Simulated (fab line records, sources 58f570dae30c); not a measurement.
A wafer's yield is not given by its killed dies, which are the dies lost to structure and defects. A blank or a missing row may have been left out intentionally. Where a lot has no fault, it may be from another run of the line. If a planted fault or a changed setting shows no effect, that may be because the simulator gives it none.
8D (eight disciplines) problem report, filled in by code + flow berkeley_cmos170 + the parts of the form that need people (team, actions taken, sign-off) are left out

1. THE PROBLEM
oes_product_au at UCB170_M2_ETCH_17 reads a mean of 0.867 a.u. on 2 wafers of 1 lot; wafers without a fault read 0.991 a.u. with a standard deviation of 0.02. Relative to the usual mean, that is a shift of -6.2 standard deviations.
The step: etches BARC in N2/H2.
The first sign was on wafer L254.1 at day 9 17:22, on rie_diel-03. The record has a number at this step for 39 wafers belonging to 13 lots. The rule behind "out" and "out of limits": a value lying over 4 standard deviations away from the usual mean. The other wafers with a number count as sound.

2. WHAT IT IS AND WHAT IT IS NOT
| question                    | is               | is not                                                                                                                    |
|-----------------------------|------------------|---------------------------------------------------------------------------------------------------------------------------|
| which readings at this step | oes_product_au   | drypump_motor_current_A, h2_flow_sccm, throttle_valve_pct                                                                 |
| which lots                  | L254             | L247, L249, L259, L260, L261, L262, L263, L264, L265, L266, L268, L269                                                    |
| which wafers of those lots  | L254.1, L254.6   | L254.3                                                                                                                    |
| read on which tools         | rie_diel-03      | rie_diel-02, rie_diel-04                                                                                                  |
| when                        | from day 9 17:22 | up to then (7 sound wafers); but 30 sound wafers of L259, L260, L261, L262, L263, L264, L265, L266, L268, L269 came after |

3. THE SUSPECTS, EACH WITH WHAT RULES IT OUT
Counting: if a tool at a process step up to the reading ran every lot that is out, it stays a suspect. Sound lots after the first of them don't rule it out here, since some wafers of a struck lot are sound.
- rie_diel-03 at UCB170_M2_ETCH_17 (etches BARC in N2/H2): kept. L254, the lot that is out, went through it at day 9 17:22; up to then, the latest sound lot through it was L247 at day 7 19:08. Its own oes_product_au readings are out on those wafers.
- Within rie_diel-03 at UCB170_M2_ETCH_17: the wafers that are out ran in chamber 1; their sound lot-mates ran in chamber 0.
Remaining after the count: rie_diel-03 at UCB170_M2_ETCH_17.

4. THE CAUSE (what the simulator had put in)
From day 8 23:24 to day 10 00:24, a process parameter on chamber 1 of rie_diel-03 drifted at UCB170_M2_ETCH_17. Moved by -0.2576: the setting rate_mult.
Counting left only this tool.

5. THE EFFECT CHAIN, in route order
One row per reading whose mean, taken over the struck wafers that have a number, lies over 3 standard deviations from the usual. Only readings whose record carries a usual standard deviation are examined. hours: median over the lots of the time between each lot's start at the first step of this table that gives one and its start at this step. sigmas: the change, counted in usual standard deviations.
| hours | step              | reading        | usual      | on struck wafers | change | sigmas |
|-------|-------------------|----------------|------------|------------------|--------|--------|
| 0     | UCB170_M2_ETCH_17 | oes_product_au | 0.991 a.u. | 0.867            | -0.124 | -6.2   |
Process steps it contains:
- UCB170_M2_ETCH_17: etches BARC in N2/H2.

6. WHAT WOULD HAVE CAUGHT IT SOONER
In this record no reading fell out of limits until day 9 17:22, 18 hours after the fault had begun at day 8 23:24.
